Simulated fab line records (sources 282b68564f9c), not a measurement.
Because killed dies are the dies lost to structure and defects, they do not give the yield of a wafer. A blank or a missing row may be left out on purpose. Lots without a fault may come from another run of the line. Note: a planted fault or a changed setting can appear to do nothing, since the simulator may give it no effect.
What tool caused it? | flow ritCmos | 14 lots with 42 wafers sampled at 5 steps, on a route of 202 steps

## WHAT THE GAUGES SHOWED, per wafer
No reading from a measuring or inspecting step in the record can be judged against a usual standard deviation.

## WHAT TOOL EACH LOT RAN ON (gives the tool, then ch and the chambers of the sampled wafers, and finally the start)
lot  | RIT_PWELL_IMPLANT_08           | RIT_PLDD_STRIP_09                  | RIT_SDANNEAL_RTA_03            | RIT_SILICIDE_RTA_06            | RIT_M1_PROBE_99
L287 | implanter-02 ch 0, day 2 08:22 | plasmaAsher-02 ch 0,1, day 3 08:05 | rtpAnneal-01 ch 0, day 3 14:22 | rtpAnneal-01 ch 0, day 3 15:22 | -
L288 | implanter-03 ch 0, day 2 11:52 | plasmaAsher-02 ch 0,1, day 3 12:41 | rtpAnneal-01 ch 0, day 3 20:35 | rtpAnneal-01 ch 0, day 3 21:34 | -
L289 | implanter-04 ch 0, day 2 12:17 | plasmaAsher-02 ch 0,1, day 3 12:31 | rtpAnneal-02 ch 0, day 3 18:33 | rtpAnneal-02 ch 0, day 3 19:33 | -
L290 | implanter-04 ch 0, day 2 20:37 | plasmaAsher-02 ch 0,1, day 3 18:55 | rtpAnneal-02 ch 0, day 4 01:23 | rtpAnneal-02 ch 0, day 4 02:23 | -
L293 | implanter-04 ch 0, day 3 05:57 | plasmaAsher-04 ch 0,1, day 4 07:07 | rtpAnneal-01 ch 0, day 4 13:32 | rtpAnneal-01 ch 0, day 4 14:32 | -
L295 | implanter-04 ch 0, day 3 16:43 | plasmaAsher-02 ch 1, day 4 16:49   | rtpAnneal-01 ch 0, day 4 23:55 | rtpAnneal-01 ch 0, day 5 00:58 | prober-02, day 5 07:35
L296 | implanter-02 ch 0, day 4 02:42 | plasmaAsher-03 ch 0,1, day 5 03:09 | rtpAnneal-01 ch 0, day 5 10:30 | rtpAnneal-01 ch 0, day 5 11:32 | prober-02, day 5 18:03
L297 | implanter-02 ch 0, day 4 05:13 | plasmaAsher-03 ch 0,1, day 5 02:03 | rtpAnneal-02 ch 0, day 5 08:16 | rtpAnneal-02 ch 0, day 5 09:18 | prober-01, day 5 16:04
L298 | implanter-02 ch 0, day 4 08:02 | plasmaAsher-04 ch 0,1, day 5 07:32 | rtpAnneal-02 ch 0, day 5 14:02 | rtpAnneal-02 ch 0, day 5 15:01 | -
L301 | implanter-02 ch 0, day 4 23:00 | plasmaAsher-02 ch 1, day 5 22:56   | rtpAnneal-01 ch 0, day 6 05:23 | rtpAnneal-01 ch 0, day 6 06:24 | -
L302 | implanter-02 ch 0, day 5 04:31 | plasmaAsher-03 ch 0,1, day 6 05:34 | rtpAnneal-02 ch 0, day 6 11:41 | rtpAnneal-02 ch 0, day 6 12:41 | -
L308 | implanter-03 ch 0, day 6 09:55 | plasmaAsher-03 ch 0,1, day 7 08:46 | rtpAnneal-02 ch 0, day 7 15:39 | rtpAnneal-02 ch 0, day 7 16:40 | prober-01, day 7 23:25
L309 | implanter-03 ch 0, day 6 15:13 | plasmaAsher-04 ch 0,1, day 7 15:10 | rtpAnneal-01 ch 0, day 7 21:10 | rtpAnneal-01 ch 0, day 7 22:09 | prober-02, day 8 04:38
L310 | implanter-04 ch 0, day 6 18:45 | plasmaAsher-03 ch 0,1, day 7 19:33 | rtpAnneal-02 ch 0, day 8 01:56 | rtpAnneal-02 ch 0, day 8 02:57 | -
- RIT_PWELL_IMPLANT_08
- RIT_PLDD_STRIP_09: strips in O2, time 180 s.
- RIT_SDANNEAL_RTA_03: time 5 s.
- RIT_SILICIDE_RTA_06: time 10 s, ramp up 5 s, ramp down 10 s.
- RIT_M1_PROBE_99

## AS READ BY THE TOOLS THEMSELVES (means over the sampled wafers that have a number; for cases with no such wafer, the mark the record gives instead)
RIT_PWELL_IMPLANT_08. Usual: beamEnergyKeV reads 170.00 (standard deviation 0.053).
lot  | tool         | beamEnergyKeV | flag
L287 | implanter-02 | 170.03        | 
L288 | implanter-03 | 169.95        | 
L289 | implanter-04 | 170.00        | 
L290 | implanter-04 | 170.02        | 
L293 | implanter-04 | 170.01        | 
L295 | implanter-04 | 170.02        | 
L296 | implanter-02 | 169.97        | 
L297 | implanter-02 | 170.01        | 
L298 | implanter-02 | 170.03        | 
L301 | implanter-02 | 172.03        | OFF
L302 | implanter-02 | 171.96        | OFF
L308 | implanter-03 | 170.08        | 
L309 | implanter-03 | 169.93        | 
L310 | implanter-04 | 170.00        | 

RIT_PLDD_STRIP_09. Usual: drypumpMotorCurrentA 5.7 A, standard deviation 0.47; o2FlowSccm 4000 sccm, standard deviation 14.
lot  | tool           | drypumpMotorCurrentA (A) | o2FlowSccm (sccm) | flag
L287 | plasmaAsher-02 | 5.5                      | 3998              | 
L288 | plasmaAsher-02 | 5.5                      | 4003              | 
L289 | plasmaAsher-02 | 5.6                      | 4003              | 
L290 | plasmaAsher-02 | 5.6                      | 3991              | 
L293 | plasmaAsher-04 | 5.5                      | 3995              | 
L295 | plasmaAsher-02 | 5.5                      | 4010              | 
L296 | plasmaAsher-03 | 6.4                      | 3997              | 
L297 | plasmaAsher-03 | 6.2                      | 3999              | 
L298 | plasmaAsher-04 | 5.3                      | 4001              | 
L301 | plasmaAsher-02 | 5.5                      | 4006              | 
L302 | plasmaAsher-03 | 6.2                      | 4004              | 
L308 | plasmaAsher-03 | 6.4                      | 4006              | 
L309 | plasmaAsher-04 | 5.3                      | 3995              | 
L310 | plasmaAsher-03 | 6.4                      | 3992              | 

RIT_SDANNEAL_RTA_03. Usual: wafer_temp_C_max reads 1053.5 (standard deviation 1.1).
lot  | tool         | wafer_temp_C_max | flag
L287 | rtpAnneal-01 | 1052.8           | 
L288 | rtpAnneal-01 | 1052.8           | 
L289 | rtpAnneal-02 | 1053.2           | 
L290 | rtpAnneal-02 | 1053.7           | 
L293 | rtpAnneal-01 | 1052.4           | 
L295 | rtpAnneal-01 | 1053.9           | 
L296 | rtpAnneal-01 | 1053.5           | 
L297 | rtpAnneal-02 | 1053.4           | 
L298 | rtpAnneal-02 | 1054.3           | 
L301 | rtpAnneal-01 | 1053.8           | 
L302 | rtpAnneal-02 | 1052.3           | 
L308 | rtpAnneal-02 | 1053.5           | 
L309 | rtpAnneal-01 | 1053.3           | 
L310 | rtpAnneal-02 | 1053.1           | 

RIT_SILICIDE_RTA_06. Usual: wafer_temp_C_max reads 753.5 (standard deviation 0.79).
lot  | tool         | wafer_temp_C_max | flag
L287 | rtpAnneal-01 | 753.1            | 
L288 | rtpAnneal-01 | 753.8            | 
L289 | rtpAnneal-02 | 754.5            | 
L290 | rtpAnneal-02 | 753.9            | 
L293 | rtpAnneal-01 | 753.4            | 
L295 | rtpAnneal-01 | 753.1            | 
L296 | rtpAnneal-01 | 752.9            | 
L297 | rtpAnneal-02 | 754.4            | 
L298 | rtpAnneal-02 | 754.6            | 
L301 | rtpAnneal-01 | 753.1            | 
L302 | rtpAnneal-02 | 753.9            | 
L308 | rtpAnneal-02 | 753.0            | 
L309 | rtpAnneal-01 | 753.6            | 
L310 | rtpAnneal-02 | 753.4            | 

RIT_M1_PROBE_99. Usual: killedAtContacts 0.0, standard deviation 0.18; killedAtFrontEnd 7, standard deviation 3; killedDies 7, standard deviation 3; killedOpen 3.6, standard deviation 1.9; killedShort 3.2, standard deviation 1.8.
lot  | tool      | killedAtContacts | killedAtFrontEnd | killedDies | killedOpen | killedShort | flag
L295 | prober-02 | 0.0              | 5                | 5          | 2.7        | 2.3         | 
L296 | prober-02 | 0.3              | 12               | 12         | 6.0        | 6.3         | 
L297 | prober-01 | 0.0              | 4                | 4          | 1.7        | 2.7         | 
L308 | prober-01 | 0.0              | 8                | 8          | 5.3        | 2.3         | 
L309 | prober-02 | 0.0              | 4                | 4          | 2.3        | 2.0         | 

## THE ANSWER, worked out from the rows above alone
Rule: lot off if the mean of its wafers having a number is beyond 3 standard deviations from the usual mean. Also off: a lot with no number at a reading for which 4 or more lots have one. All remaining lots with rows at the step are treated as sound. Order of review: gauges by route order, followed by the tools' own readings, for which a lot's mean as printed above is used. At the first step where some lot is off, the reading lying furthest off is the one used; lots without a number count as furthest.
Off: L301, L302 (RIT_PWELL_IMPLANT_08, beamEnergyKeV).
A tool fits if, at that step or a process step before it, it ran every lot that is off, and no sound lot after the first of them. One fits: RIT_PWELL_IMPLANT_08 on implanter-02. Its last sound lot is L298 (day 4 08:02), its first lot that is off L301 (day 4 23:00): a fault that began between those two fits.
The tool's own readings at RIT_PWELL_IMPLANT_08 bear it out: on the lots that are off they differ by more than 5 times the standard deviation of the sound lots' means. beamEnergyKeV reads 172.00 there against 170.00 on the sound lots.

## WHAT THE SIMULATOR HAD INSERTED
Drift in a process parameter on implanter-02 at RIT_PWELL_IMPLANT_08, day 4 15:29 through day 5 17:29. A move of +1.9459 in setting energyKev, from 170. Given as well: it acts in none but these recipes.
Lots struck among those shown: L301, L302. The rule given above showed the same thing.
